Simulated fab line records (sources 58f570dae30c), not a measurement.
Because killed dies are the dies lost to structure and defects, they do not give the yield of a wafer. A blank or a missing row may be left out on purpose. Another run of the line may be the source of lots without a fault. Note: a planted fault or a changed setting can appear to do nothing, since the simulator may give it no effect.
fab line records -- flow berkeley-cmos170
record lots=6, wafers=17, last-day=12
route steps=331 shown M2@277 V2@292
lots with no fault: from the same line, run without faults
start-h: hours from the record's opening day to when the first of the lot's shown wafers began -- wait-h: hours elapsed since this lot's preceding step -- " the same as in the row above -- L1.1+2: several wafers, shown together as one row -- - value missing, or start not given -- * or withheld: withheld -- < > ~ a bound
route shown NAME@n: NAME is a module with steps in the file, n the number in the route of the first one -- usual: mean/standard deviation of fault-free wafers -- same: alike in all rows -- chamber/n: place in a boat -- sites: each site's reading -- _std_site: the values' standard deviation -- _edge_site: the outer-site mean with the inner-site mean subtracted -- radius-mm: how far each site lies from the wafer's centre -- mask NAME#n: copy n -- behind: tool/chamber where the wafer was last shaped -- hold: cause of the lot's hold/its duration in hours/its outcome -- device: names the non-switching transistor (n, p or np) -- end of line: the tests these same wafers got at the end of their route -- a step without rows: its recipe alone -- killed: not the wafer's yield, but the dies lost to structure and defects at the first sort -- map: shows each die of a wafer: x if killed, . if not, _ if none is there
set.NAME: the setting as run; set.NAME@STEP: as run at that earlier step -- model.NAME: the simulator's own value behind a step, which no gauge read
lots seen at some steps along the route; tables by step, rows by wafer
services: from which hour (start-h, from the record's first day; less than 0 if before it) a tool's chamber was out of use, for how many hours, and why
## steps
# step UCB170_M2_SOFTBAKE_06
# recipe resist=KrF, temp-c=130, time-s=60
# step UCB170_M2_STRIP_07
# recipe chemistry=O2, power-w=400, pressure-mtorr=3500, platen-temp-c=withheld, o2-flow-sccm=400, overash-fraction=0.5
# usual drypump-motor-current-A=5.7/0.38, oes-product-au=0.735/0.0042, strip-time-to-endpoint-s=21.97/0.062
lot.wafer,tool,chamber,start-h,wait-h,drypump-motor-current-A,oes-product-au,rf-hours-counter-h,strip-time-to-endpoint-s
L167.2,plasma-asher-01,0,161.24,0.1,5.0,0.736,46,22.06
L167.4,plasma-asher-01,0,161.24,0.1,5.0,0.735,-,22.01
L167.6,plasma-asher-01,0,161.24,0.1,5.0,0.735,-,22.05
L166.1,plasma-asher-04,0,162.42,0.1,5.6,0.738,46,22.01
L166.2,plasma-asher-04,1,162.42,0.1,5.9,0.736,46,21.92
L166.5,plasma-asher-04,0,162.42,0.1,5.6,0.728,-,22.01
L170.4,plasma-asher-01,1,188.28,0.1,5.7,0.739,-,21.93
L170.5,plasma-asher-01,0,188.28,0.1,5.0,0.738,-,21.91
L170.6,plasma-asher-01,1,188.28,0.1,5.7,0.726,-,21.88
L171.1,plasma-asher-01,0,197.07,0.1,5.0,0.735,50,21.95
L171.6,plasma-asher-01,0,197.07,0.1,5.0,0.735,-,21.95
L172.1,plasma-asher-04,1,197.41,0.1,5.9,0.735,50,22.00
L172.2,plasma-asher-04,0,197.41,0.1,5.5,0.734,50,22.02
L172.5,plasma-asher-04,0,197.41,0.1,5.6,0.735,-,22.07
L184.1,plasma-asher-04,0,269.55,0.1,5.6,0.730,57,21.90
L184.2,plasma-asher-04,1,269.55,0.1,5.9,0.732,57,21.94
L184.6,plasma-asher-04,0,269.55,0.1,5.6,0.732,-,21.92
# step UCB170_M2_STRIP_08
# recipe chemistry=DMSO, temp-c=80, time-s=600, material=KrF
# step UCB170_M2_COAT_09
# recipe resist=BARC, temp-c=withheld, time-s=withheld, spin-rpm=3000, resist-thk-nm=withheld
# step UCB170_M2_COAT_10
# recipe resist=KrF, spin-rpm=1500, resist-thk-nm=900
# step UCB170_M2_SOFTBAKE_11
# recipe resist=KrF, temp-c=130, time-s=60
# step UCB170_M2_EXPOSE_12
# recipe mask-id=METAL2, target-cd-nm=700, na=0.5, sigma-outer=0.6, source-shape=conventional, dose-mj=26
# step UCB170_M2_PEB_13
# recipe peb-temp-c=130, peb-time-s=withheld, resist=KrF
# step UCB170_M2_DEVELOP_14
# recipe developer=TMAH, develop-time-s=42.97, resist=KrF, dev-temp-c=21
# step UCB170_M2_CD_MEAS_15
# recipe target-cd-nm=700
# usual cd-nm=700.0/1.2
lot.wafer,tool,chamber,start-h,wait-h,cd-nm
L167.2,cd-sem-01,-,162.76,-,700.3
L167.4,cd-sem-01,-,162.76,-,699.9
L167.6,cd-sem-01,-,162.76,-,699.8
L166.1,cd-sem-02,-,163.71,-,700.9
L166.2,cd-sem-02,-,163.71,-,700.4
L166.5,cd-sem-02,-,163.71,-,698.9
L170.4,cd-sem-01,-,189.95,-,697.8
L170.5,cd-sem-01,-,189.95,-,698.7
L170.6,cd-sem-01,-,189.95,-,699.3
L171.1,cd-sem-02,-,198.45,-,700.2
L171.6,cd-sem-02,-,198.45,-,700.4
L172.1,cd-sem-02,-,199.10,-,699.9
L172.2,cd-sem-02,-,199.10,-,700.0
L172.5,cd-sem-02,-,199.10,-,700.5
L184.1,cd-sem-02,-,270.76,-,702.1
L184.2,cd-sem-02,-,270.76,-,702.6
L184.6,cd-sem-02,-,270.76,-,700.2
# step UCB170_M2_OVL_MEAS_16
# usual M2_OVL=0/5.8
lot.wafer,tool,chamber,start-h,wait-h,M2_OVL[nm]
L167.2,overlay-02,-,162.87,0.1,0
L167.4,overlay-02,-,162.87,0.1,-3
L167.6,overlay-02,-,162.87,0.1,-10
L166.1,overlay-01,-,163.83,0.1,-3
L166.2,overlay-01,-,163.83,0.1,-5
L166.5,overlay-01,-,163.83,0.1,6
L170.4,overlay-02,-,190.03,0.1,-10
L170.5,overlay-02,-,190.03,0.1,1
L170.6,overlay-02,-,190.03,0.1,-2
L171.1,overlay-01,-,198.57,0.1,-4
L171.6,overlay-01,-,198.57,0.1,-6
L172.1,overlay-02,-,199.22,0.1,-2
L172.2,overlay-02,-,199.22,0.1,0
L172.5,overlay-02,-,199.22,0.1,1
L184.1,overlay-01,-,270.88,0.1,6
L184.2,overlay-01,-,270.88,0.1,8
L184.6,overlay-01,-,270.88,0.1,11
# step UCB170_M2_ETCH_17
# recipe chemistry=N2/H2, target-depth-a=withheld, overetch-a=withheld, target=BARC, time-s=withheld, source-w=500, bias-w=100, pressure-mtorr=30, n2-flow-sccm=100, h2-flow-sccm=200
# usual drypump-motor-current-A=5.6/0.33, oes-product-au=1.001/0.027, throttle-valve-pct=13.28/0.17
lot.wafer,tool,chamber,start-h,wait-h,drypump-motor-current-A,oes-product-au,throttle-valve-pct
L167.2,rie-diel-04,0,162.90,0.0,5.6,0.974,13.06
L167.4,rie-diel-04,1,162.90,0.0,4.9,0.953,13.39
L167.6,rie-diel-04,1,162.90,0.0,4.9,0.969,13.39
L166.1,rie-diel-03,1,163.87,0.0,6.2,1.051,13.36
L166.2,rie-diel-03,2,163.87,0.0,5.6,1.029,13.35
L166.5,rie-diel-03,1,163.87,0.0,6.2,1.050,13.37
L170.4,rie-diel-04,0,190.05,0.0,5.6,0.983,13.06
L170.5,rie-diel-04,1,190.05,0.0,4.9,0.963,13.38
L170.6,rie-diel-04,2,190.05,0.0,5.6,0.995,13.12
L171.1,rie-diel-03,1,198.60,0.0,6.2,1.052,13.36
L171.6,rie-diel-03,1,198.60,0.0,6.2,1.050,13.35
L172.1,rie-diel-01,0,199.26,0.0,5.6,1.014,13.48
L172.2,rie-diel-01,3,199.26,0.0,5.8,1.020,13.35
L172.5,rie-diel-01,0,199.26,0.0,5.6,1.013,13.50
L184.1,rie-diel-04,0,270.91,0.0,5.6,0.996,13.08
L184.2,rie-diel-04,3,270.91,0.0,5.1,0.961,13.39
L184.6,rie-diel-04,2,270.91,0.0,5.6,1.001,13.13
# step UCB170_M2_METAL_ETCH_18
# recipe chemistry=Cl2/BCl3, target=Al, stop-on=SiO2, pressure-mtorr=12, target-depth-a=11700, over-etch-frac=0.3, time-s=195, icp-w=600, bias-w=120, Cl2_flow_sccm=90, bcl3-flow-sccm=45
# usual drypump-motor-current-A=6.0/0.5, oes-product-au=0.852/0.011, run-length-s=223.3/0.41, throttle-valve-pct=24.41/0.25
lot.wafer,tool,chamber,start-h,wait-h,drypump-motor-current-A,oes-product-au,rf-hours-counter-h,run-length-s,throttle-valve-pct,model.KrF_of_M2_COAT_10.thk-nm,model.SiO2_of_V1_CVD_00.thk-nm,model.M2.cd-nm
L167.2,rie-metal-01,1,163.00,-,6.2,0.853,-,223.3,24.31,204.6,937.2,695.3
L167.4,rie-metal-01,1,163.00,-,6.2,0.848,-,222.7,24.32,206.3,937.4,698.1
L167.6,rie-metal-01,1,163.00,-,6.2,0.846,-,222.7,24.31,207.9,936.7,695.3
L166.1,rie-metal-02,1,163.91,-,5.9,0.869,1.2,224.0,24.32,222.6,939.3,698.4
L166.2,rie-metal-02,0,163.91,-,6.0,0.852,10.5,223.3,24.70,206,937.5,699.4
L166.5,rie-metal-02,1,163.91,-,5.9,0.866,-,223.4,24.32,225.7,940.2,696
L170.4,rie-metal-01,0,190.15,-,5.7,0.979,-,184.0,24.77,356.4,950.7,705.1
L170.5,rie-metal-01,0,190.15,-,5.7,0.986,-,184.3,24.76,351.1,950.4,704.5
L170.6,rie-metal-01,1,190.15,-,6.2,0.849,-,223.0,24.32,219.9,936.8,695
L171.1,rie-metal-01,0,198.64,-,5.7,0.983,0.8,184.2,24.78,348.1,949.8,711.2
L171.6,rie-metal-01,0,198.64,-,5.7,0.966,-,184.0,24.76,358.2,950.2,711.4
L172.1,rie-metal-03,1,199.30,-,5.3,0.843,2.5,222.7,24.08,200.2,936.4,701.6
L172.2,rie-metal-03,0,199.30,-,6.8,0.850,3.7,223.3,24.53,204.1,939,698.2
L172.5,rie-metal-03,0,199.30,-,6.8,0.858,-,223.5,24.52,204.7,937.2,698.9
L184.1,rie-metal-03,0,270.95,-,6.8,0.835,5.9,223.3,24.51,222.1,938.2,695.9
L184.2,rie-metal-03,1,270.95,-,5.3,0.837,4.7,223.0,24.09,220.6,938.6,705
L184.6,rie-metal-03,1,270.95,-,5.3,0.842,-,222.7,24.05,223,937.8,700.1
# step UCB170_M2_STRIP_19
# recipe chemistry=O2, power-w=400, pressure-mtorr=3500, platen-temp-c=withheld, o2-flow-sccm=400, overash-fraction=0.5
# usual drypump-motor-current-A=5.8/0.38, oes-product-au=0.541/0.011
lot.wafer,tool,chamber,start-h,wait-h,drypump-motor-current-A,oes-product-au,rf-hours-counter-h
L167.2,plasma-asher-04,1,163.32,0.2,5.9,0.539,47
L167.4,plasma-asher-04,0,163.32,0.2,5.6,0.537,-
L167.6,plasma-asher-04,0,163.32,0.2,5.6,0.542,-
L166.1,plasma-asher-01,1,164.10,0.1,5.6,0.552,47
L166.2,plasma-asher-01,0,164.10,0.1,5.0,0.539,47
L166.5,plasma-asher-01,1,164.10,0.1,5.7,0.552,-
L170.4,plasma-asher-04,0,190.31,0.1,5.6,0.693,-
L170.5,plasma-asher-04,1,190.31,0.1,5.9,0.687,-
L170.6,plasma-asher-04,0,190.31,0.1,5.6,0.550,-
L171.1,plasma-asher-01,1,198.83,0.1,5.6,0.686,51
L171.6,plasma-asher-01,1,198.83,0.1,5.6,0.694,-
L172.1,plasma-asher-04,1,199.49,0.1,5.9,0.528,50
L172.2,plasma-asher-04,0,199.49,0.1,5.5,0.532,50
L172.5,plasma-asher-04,1,199.49,0.1,5.9,0.530,-
L184.1,plasma-asher-04,0,271.14,0.1,5.5,0.557,57
L184.2,plasma-asher-04,1,271.14,0.1,5.9,0.558,57
L184.6,plasma-asher-04,0,271.14,0.1,5.6,0.555,-
# step UCB170_M2_CD_MEAS_90
# recipe target-cd-nm=700
# usual cd-nm=699/3.2
lot.wafer,tool,chamber,start-h,wait-h,cd-nm
L167.2,cd-sem-01,-,163.44,0.1,695
L167.4,cd-sem-01,-,163.44,0.1,698
L167.6,cd-sem-01,-,163.44,0.1,695
L166.1,cd-sem-02,-,164.20,0.1,698
L166.2,cd-sem-02,-,164.20,0.1,699
L166.5,cd-sem-02,-,164.20,0.1,696
L170.4,cd-sem-01,-,190.50,0.2,705
L170.5,cd-sem-01,-,190.50,0.2,704
L170.6,cd-sem-01,-,190.50,0.2,695
L171.1,cd-sem-01,-,198.93,0.1,711
L171.6,cd-sem-01,-,198.93,0.1,711
L172.1,cd-sem-02,-,199.64,0.1,701
L172.2,cd-sem-02,-,199.64,0.1,698
L172.5,cd-sem-02,-,199.64,0.1,699
L184.1,cd-sem-02,-,271.24,0.1,696
L184.2,cd-sem-02,-,271.24,0.1,705
L184.6,cd-sem-02,-,271.24,0.1,700
# step UCB170_V2_CVD_00
# recipe material=SiO2, target-thk-nm=2000, temp-c=390, precursor=TEOS/O2, time-s=250, rf-w=550, pressure-mtorr=9000
# usual heater-power-w=271/56
lot.wafer,tool,chamber,start-h,wait-h,heater-power-w
L167.2,pecvd-01,2,163.54,0.1,230
L167.4,pecvd-01,1,163.54,0.1,305
L167.6,pecvd-01,2,163.54,0.1,280
L166.1,pecvd-02,2,164.32,0.1,304
L166.2,pecvd-02,1,164.32,0.1,342
L166.5,pecvd-02,2,164.32,0.1,348
L170.5,pecvd-03,1,190.64,0.1,250
L170.6,pecvd-03,2,190.64,0.1,256
L172.1,pecvd-02,1,199.76,0.1,349
L172.2,pecvd-02,0,199.76,0.1,224
L172.5,pecvd-02,2,199.76,0.1,247
L184.1,pecvd-02,2,271.36,0.1,357
L184.2,pecvd-02,1,271.36,0.1,359
L184.6,pecvd-02,0,271.36,0.1,221
## services
tool,chamber,start-h,hours,kind
pecvd-01,-,141.19,14.6,pm
rie-metal-01,0,145.46,-,clean
rie-metal-01,0,145.46,19.5,scheduled-down
rie-metal-01,0,145.46,19.5,vent-cycle
rie-metal-02,1,147.71,1.4,repair
rie-diel-03,0,148.56,7.9,repair
pecvd-02,-,174.37,6.0,pm
pecvd-01,-,182.49,0.4,repair
pecvd-01,-,187.23,6.0,pm
rie-diel-04,1,205.34,3.3,repair
rie-metal-02,0,207.78,-,clean
rie-metal-02,0,207.78,16.9,scheduled-down
rie-metal-02,0,207.78,16.9,vent-cycle
rie-diel-01,-,234.44,2.8,pm
pecvd-01,-,242.50,14.0,pm
pecvd-01,0,242.50,14.0,vent-cycle
pecvd-01,1,242.50,14.0,vent-cycle
pecvd-01,2,242.50,17.0,vent-cycle
rie-diel-03,-,245.44,2.7,repair
pecvd-01,0,246.11,5.7,repair
pecvd-01,2,251.33,8.2,repair
rie-diel-01,0,254.25,9.5,repair
plasma-asher-04,-,261.47,6.5,repair
pecvd-01,0,268.11,4.7,repair
## key
first-sign step=UCB170_M2_METAL_ETCH_18, reading=run-length-s, direction=down, sigmas=95, usual=*, struck=*
effect step=UCB170_M2_METAL_ETCH_18, reading=oes-product-au, direction=up, sigmas=12, usual=0.852, struck=0.978
effect step=UCB170_M2_STRIP_19, reading=oes-product-au, direction=up, sigmas=13, usual=0.541, struck=0.690
effect step=UCB170_M2_CD_MEAS_90, reading=cd-nm, direction=up, sigmas=2.8, usual=699, struck=708
model-effect step=UCB170_M2_METAL_ETCH_18, value=KrF_of_M2_COAT_10.thk-nm, without=218.5, struck=353.4
met-at UCB170_M2_METAL_ETCH_18
struck-wafers L170.4,L170.5,L171.1,L171.6
later-rows-left-out L170.4,L171.1,L171.6
sort-left-out L170.4,L170.5,L171.1,L171.6
tester-left-out L171
earlier-fault kind=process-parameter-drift, tool=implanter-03, chamber=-, onset-h=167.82, steps=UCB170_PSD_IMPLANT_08, channel=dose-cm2, offset=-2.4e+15, shape=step, end-h=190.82, acts-in=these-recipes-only, stated=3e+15
fault kind=process-parameter-drift, tool=rie-metal-01, chamber=0, onset-h=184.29, steps=UCB170_M2_METAL_ETCH_18, channel=time-s, offset=*, shape=step, acts-in=*, stated=*
# tester-left-out: of these lots the tester's yield and bins aren't shown, on N5 and GAA mostly nor the transistor test; their killed dies are dies lost to structure and defects alone, not to doping, threshold or leakage, so they don't give the yield
# sort-left-out: the simulated sort isn't trusted on such a fault, so these wafers' sort isn't shown, and their yield isn't known
# later-rows-left-out: the simulator's readings of these wafers behind a module that went badly wrong aren't trusted and aren't shown, but for the sort
